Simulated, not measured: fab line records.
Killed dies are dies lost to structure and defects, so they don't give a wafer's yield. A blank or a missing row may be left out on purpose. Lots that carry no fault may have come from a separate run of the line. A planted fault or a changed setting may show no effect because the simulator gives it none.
A lot that was struck, set against a sound lot	flow ritCmos	43 out of 202 route steps
Sound: wafers L468.1, L468.3, L468.5. Struck: wafers L480.1, L480.6 (left out: L480.4, a lot-mate that was not struck); the cause follows at the end.
Each step with rows lists, per side, the tool, then ch with its chambers, then its first start. Under that, the readings that differ: sound wafers	struck wafers	difference of the means	sigmas: that difference in standard deviations of wafers without a fault.
alike: same words and numbers on both sides, and readings whose means sit less than 2 such deviations apart. not compared: any withheld reading, any reading some wafer has no value for, any bound like >300 that may hide the same value, and any number with overlapping values for which the record gives no deviation.
The two part at a step that has a row with sigmas, a row that says differs or no value, or rows on one side only. Numbers that have no deviation but don't overlap get no sigmas and don't part them. Lack of a reading on every wafer of one side parts them only where that side has two or more wafers.

RIT_SDANNEAL_RTA_03: time 5 s.
  sound on rtpAnneal-01 ch 0, day 3 12:35; struck on rtpAnneal-01 ch 0, day 5 21:06
  alike: wafer_temp_C_max
RIT_SDANNEAL_RS_MEAS_04: the measuring method here is four-point-probe.
  sound on filmMetro-04 at day 3 12:39; struck on filmMetro-02 at day 5 21:09
  alike: PSD_RS
RIT_SDANNEAL_RS_MEAS_05: the measuring method here is four-point-probe.
  sound on filmMetro-04 at day 3 12:46; struck on filmMetro-02 at day 5 21:16
  alike: NSD_RS
RIT_SDANNEAL_RS_MEAS_06: the measuring method here is four-point-probe.
  sound on filmMetro-04 at day 3 12:53; struck on filmMetro-02 at day 5 21:23
  alike: PLDD_RS
RIT_SDANNEAL_RS_MEAS_07: the measuring method here is four-point-probe.
  sound on filmMetro-04 at day 3 13:01; struck on filmMetro-02 at day 5 21:31
  alike: NLDD_RS
then, 1 step without rows for these wafers: RIT_SILICIDE_WET_ETCH_00 (etches SiO2 in BOE, target depth 14 nm, time 15 s).
RIT_SILICIDE_SPUTTER_01: material Ti, target thk 30 nm, time 240 s.
  sound on pvdSputter-04 at day 3 13:08; struck on pvdSputter-03 at day 5 21:39
  alike: throttleValvePct
RIT_SILICIDE_RS_MEAS_02: the measuring method here is four-point-probe.
  sound on filmMetro-02 at day 3 13:17; struck on filmMetro-01 at day 5 21:48
  alike: SILICIDE_TI_RS
RIT_SILICIDE_THK_MEAS_03: measures by xrf.
  sound on filmMetro-02 at day 3 13:25; struck on filmMetro-01 at day 5 21:55
  alike: SILICIDE_TI_THK
then, 2 steps without rows for these wafers: RIT_SILICIDE_RTA_04 (time 10 s, ramp up 5 s, ramp down 5 s); RIT_SILICIDE_WET_ETCH_05 (etches Ti in SPM, time 120 s).
RIT_SILICIDE_RTA_06: time 10 s, ramp up 5 s, ramp down 10 s.
  sound on rtpAnneal-01 ch 0, day 3 13:35; struck on rtpAnneal-01 ch 0, day 5 22:05
  alike: wafer_temp_C_max
RIT_CONTACT_CVD_00: deposits SiO2 from TEOS, target thk 400 nm, time 61 s.
  sound on pecvd-02 ch 1,2, day 3 13:38; struck on pecvd-02 ch 2, day 5 22:09
reading	sound	struck	difference	sigmas
runLengthS (s)	89.3 89.7 89.3	96.5 96.6	+7.1	+15
model.SiO2_of_CONTACT_CVD_00.thkNm (nm)	394.9 390.6 402.9	441.2 454	+51.5	
  alike: heaterPowerW
RIT_CONTACT_THK_MEAS_01:
  sound on filmMetro-03 at day 3 13:41; struck on filmMetro-03 at day 5 22:12
reading	sound	struck	difference	sigmas
CONTACT_TEOS_THK (nm)	395 391 403	441 454	+51	+10
then, 6 steps without rows for these wafers: RIT_CONTACT_HMDS_02 (prime time 60 s); RIT_CONTACT_COAT_03 (resist thk 1000 nm); RIT_CONTACT_SOFTBAKE_04 (time 60 s); RIT_CONTACT_EXPOSE_05 (exposes mask M11, target cd 1000 nm); RIT_CONTACT_PEB_06; RIT_CONTACT_DEVELOP_07 (develop time 120 s).
RIT_CONTACT_CD_MEAS_08: the cd target is 1000 nm.
  sound on cdSem-02 at day 3 14:51; struck on cdSem-02 at day 5 23:21
  alike: cdNm
RIT_CONTACT_OVL_MEAS_09:
  sound on overlay-02 at day 3 14:58; struck on overlay-01 at day 5 23:28
  alike: CONTACT_OVL
then, 1 step without rows for these wafers: RIT_CONTACT_HARDBAKE_10 (time 60 s).
RIT_CONTACT_ETCH_11: etches SiO2 in CHF3/CF4/Ar, stops on TiSi2, target depth 480 nm, time 320 s.
  sound on rieDiel-02 ch 0,2, day 3 15:09; struck on rieDiel-04 ch 1,2, day 5 23:40
reading	sound	struck	difference	sigmas
model.CONTACT.featureDepthNm (nm)	394.9 390.6 402.9	441.2 454	+51.5	
model.etch.depthNm (nm)	394.9 390.6 402.9	441.2 454	+51.5	
  alike: drypumpMotorCurrentA, oesProductAu, throttleValvePct
  not compared: rfHoursCounterH
RIT_CONTACT_STRIP_12: strips in O2, time 180 s.
  sound on plasmaAsher-03 ch 0,1, day 3 15:21; struck on plasmaAsher-04 ch 0,1, day 5 23:51
  alike: drypumpMotorCurrentA
  not compared: rfHoursCounterH
RIT_CONTACT_CD_MEAS_90: the cd target is 1000 nm.
  sound on cdSem-02 at day 3 15:31; struck on cdSem-01 at day 6 00:02
  alike: cdNm
then, 2 steps without rows for these wafers: RIT_CONTACT_CLEAN_13 (cleans in SC1, time 600 s); RIT_CONTACT_CLEAN_14 (cleans in SC2, time 600 s).
RIT_M1_SPUTTER_00: material Al, target thk 400 nm, time 500 s.
  sound on pvdSputter-01 at day 3 15:59; struck on pvdSputter-04 at day 6 00:31
  alike: throttleValvePct
RIT_M1_RS_MEAS_01: the measuring method here is four-point-probe.
  sound on filmMetro-03 at day 3 16:17; struck on filmMetro-02 at day 6 00:49
  alike: M1_AL_RS
RIT_M1_THK_MEAS_02: measures by xrf.
  sound on filmMetro-03 at day 3 16:25; struck on filmMetro-02 at day 6 00:56
  alike: M1_AL_THK
then, 6 steps without rows for these wafers: RIT_M1_HMDS_03 (prime time 60 s); RIT_M1_COAT_04 (resist thk 1280 nm); RIT_M1_SOFTBAKE_05 (time 60 s); RIT_M1_EXPOSE_06 (exposes mask M12, target cd 2600 nm); RIT_M1_PEB_07; RIT_M1_DEVELOP_08 (develop time 68 s).
RIT_M1_CD_MEAS_09: the cd target is 2600 nm.
  sound on cdSem-01 at day 3 17:23; struck on cdSem-01 at day 6 01:59
  alike: cdNm
RIT_M1_OVL_MEAS_10:
  sound on overlay-02 at day 3 17:30; struck on overlay-02 at day 6 02:07
  alike: M1_OVL
then, 1 step without rows for these wafers: RIT_M1_HARDBAKE_11 (time 120 s).
RIT_M1_METAL_ETCH_12: etches Al in Cl2/BCl3, stops on SiO2, time 165 s, target depth 600 nm.
  sound on rieMetal-04 ch 0,1, day 3 17:47; struck on rieMetal-04 ch 0,1, day 6 02:24
reading	sound	struck	difference	sigmas
model.SiO2_of_CONTACT_CVD_00.thkNm (nm)	358.7 354.2 366.3	404.6 417.2	+51.2	
  alike: drypumpMotorCurrentA, oesProductAu, throttleValvePct
  not compared: rfHoursCounterH
then, 1 step without rows for these wafers: RIT_M1_STRIP_13 (strips in nmp, time 600 s).
RIT_M1_PROBE_99:
  sound on prober-02 at day 3 20:03; struck on prober-01 at day 6 04:43
reading	sound	struck	difference	sigmas
model.etest.fieldPMetal.vtV (V)	-28 -27.72 -28.34	-31.12 -31.97	-3.53	
model.etest.antennaContact.vtShiftV (V)	-0.01329 -0.01158 -0.01031	-0.002545 -0.003446	+0.008731	
  alike: killedAtContacts, killedAtFrontEnd, killedDies, killedOnRim, killedOpen, killedShort

WHERE THEY PART
First at RIT_CONTACT_CVD_00; last, within this record, at RIT_CONTACT_THK_MEAS_01. Later steps at which nothing parts them and some readings are alike: RIT_CONTACT_CD_MEAS_08, RIT_CONTACT_OVL_MEAS_09, RIT_CONTACT_ETCH_11, RIT_CONTACT_STRIP_12, RIT_CONTACT_CD_MEAS_90, RIT_M1_SPUTTER_00, RIT_M1_RS_MEAS_01, RIT_M1_THK_MEAS_02, RIT_M1_CD_MEAS_09, RIT_M1_OVL_MEAS_10, RIT_M1_METAL_ETCH_12, RIT_M1_PROBE_99.

WHY: whatever the simulator had introduced
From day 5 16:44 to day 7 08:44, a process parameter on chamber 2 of pecvd-02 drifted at RIT_CONTACT_CVD_00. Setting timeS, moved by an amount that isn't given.
